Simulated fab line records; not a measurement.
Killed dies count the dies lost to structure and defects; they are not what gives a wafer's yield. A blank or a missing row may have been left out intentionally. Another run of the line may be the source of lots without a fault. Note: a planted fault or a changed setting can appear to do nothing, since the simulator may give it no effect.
Which tool was responsible?	flow berkeley-cmos170	14 lots, 42 wafers sampled, at 3 steps of a route of 331

== WHAT THE GAUGES SHOWED, per wafer ==
UCB170_V1_THK_MEAS_04. Usual: V1_POLISHED_THK typically reads 1000.5 nm, with standard deviation 1.1.
lot	measured	on	V1_POLISHED_THK (nm)	flag
L718	day 8 18:22	film-metro-03	1001.6 1000.8 1002.2	
L722	day 9 07:04	film-metro-02	998.9 1001.0 1001.4	
L719	day 9 07:22	film-metro-03	1001.9 997.6 1000.1	
L726	day 10 03:17	film-metro-02	1000.1 1000.6 1000.8	
L724	day 10 03:35	film-metro-04	1001.0 1000.5 1001.4	
L729	day 10 22:46	film-metro-04	1000.0 1001.3 999.2	
L728	day 10 22:46	film-metro-02	1000.5 1001.3 999.4	
L731	day 11 05:44	film-metro-04	998.3 999.2 999.9	
L732	day 11 15:05	film-metro-02	1001.6 1001.4 1000.4	
L733	day 11 17:22	film-metro-04	1000.5 1001.7 1000.6	
L734	day 11 17:22	film-metro-02	998.9 1002.7 1000.1	
L737	day 12 08:14	film-metro-03	1002.4 1000.2 1000.3	
L740	day 12 22:33	film-metro-04	1001.9 1001.6 1000.9	
L739	day 12 22:33	film-metro-02	1000.3 1001.2 1001.3	

UCB170_V1_CD_MEAS_12 targets a cd of 700 nm. Usual: 700.3 nm for cd-nm, sd 1.3.
lot	measured	on	cd-nm (nm)	flag
L718	day 8 20:11	cd-sem-02	700.0 702.2 700.8	
L722	day 9 09:38	cd-sem-02	700.6 701.7 700.5	
L719	day 9 10:10	cd-sem-01	702.1 700.1 701.4	
L726	day 10 05:32	cd-sem-01	699.0 699.2 699.3	
L724	day 10 05:23	cd-sem-01	699.3 699.3 698.6	
L729	day 11 00:50	cd-sem-02	699.0 698.9 700.2	
L728	day 11 00:38	cd-sem-02	701.1 701.3 699.4	
L731	day 11 08:17	cd-sem-01	701.3 700.7 701.2	
L732	day 11 16:11	cd-sem-02	699.7 699.4 698.2	
L733	day 11 19:21	cd-sem-02	703.0 701.0 701.2	
L734	day 11 19:15	cd-sem-02	702.0 703.1 701.5	
L737	day 12 12:12	cd-sem-01	698.0 697.3 698.0	
L740	day 13 00:12	cd-sem-02	698.8 699.2 698.1	
L739	day 13 00:06	cd-sem-02	703.4 701.9 701.2	

UCB170_V1_OVL_MEAS_13. Usual: V1_OVL typically reads -2 nm, with standard deviation 6.
lot	measured	on	V1_OVL (nm)	flag
L718	day 8 20:17	overlay-02	5 -1 5	
L722	day 9 09:46	overlay-01	2 -5 -2	
L719	day 9 10:17	overlay-02	1 1 7	
L726	day 10 05:38	overlay-01	9 8 9	
L724	day 10 05:30	overlay-01	-1 0 -1	
L729	day 11 00:57	overlay-01	-2 -7 -6	
L728	day 11 00:45	overlay-02	-5 -3 -2	
L731	day 11 08:23	overlay-02	-3 -8 -8	
L732	day 11 16:19	overlay-01	-15 -7 -10	
L733	day 11 19:28	overlay-01	-5 1 -6	
L734	day 11 19:22	overlay-02	-9 -1 -5	
L737	day 12 12:19	overlay-01	2 6 -1	
L740	day 13 00:19	overlay-02	1 3 0	
L739	day 13 00:12	overlay-01	4 -8 -1	

== WHICH TOOL RAN EACH LOT (tool, then ch and the chambers of the sampled wafers, then the start) ==
The record holds no process step before these readings.

== AS READ BY THE TOOLS THEMSELVES (means over the sampled wafers that have a number; for cases with no such wafer, the mark the record gives instead) ==
The record holds no such reading with a usual standard deviation.

== THE ANSWER, worked out from the rows above alone ==
Rule: a lot counts as off when the mean over its wafers that have a number is more than 3 standard deviations away from the usual mean. Also off: a lot with no number at a reading for which 4 or more lots have one. Where the step has rows for the other lots, those lots are counted as sound. After the gauges, taken in route order, come the tools' own readings; for these a lot's mean is taken, as printed above. At the first step where some lot is off, the reading lying furthest off is the one used; lots without a number count as furthest.
Across all readings shown, no lot is off: no conclusion can be drawn from this.

== WHAT WAS PUT IN BY THE SIMULATOR ==
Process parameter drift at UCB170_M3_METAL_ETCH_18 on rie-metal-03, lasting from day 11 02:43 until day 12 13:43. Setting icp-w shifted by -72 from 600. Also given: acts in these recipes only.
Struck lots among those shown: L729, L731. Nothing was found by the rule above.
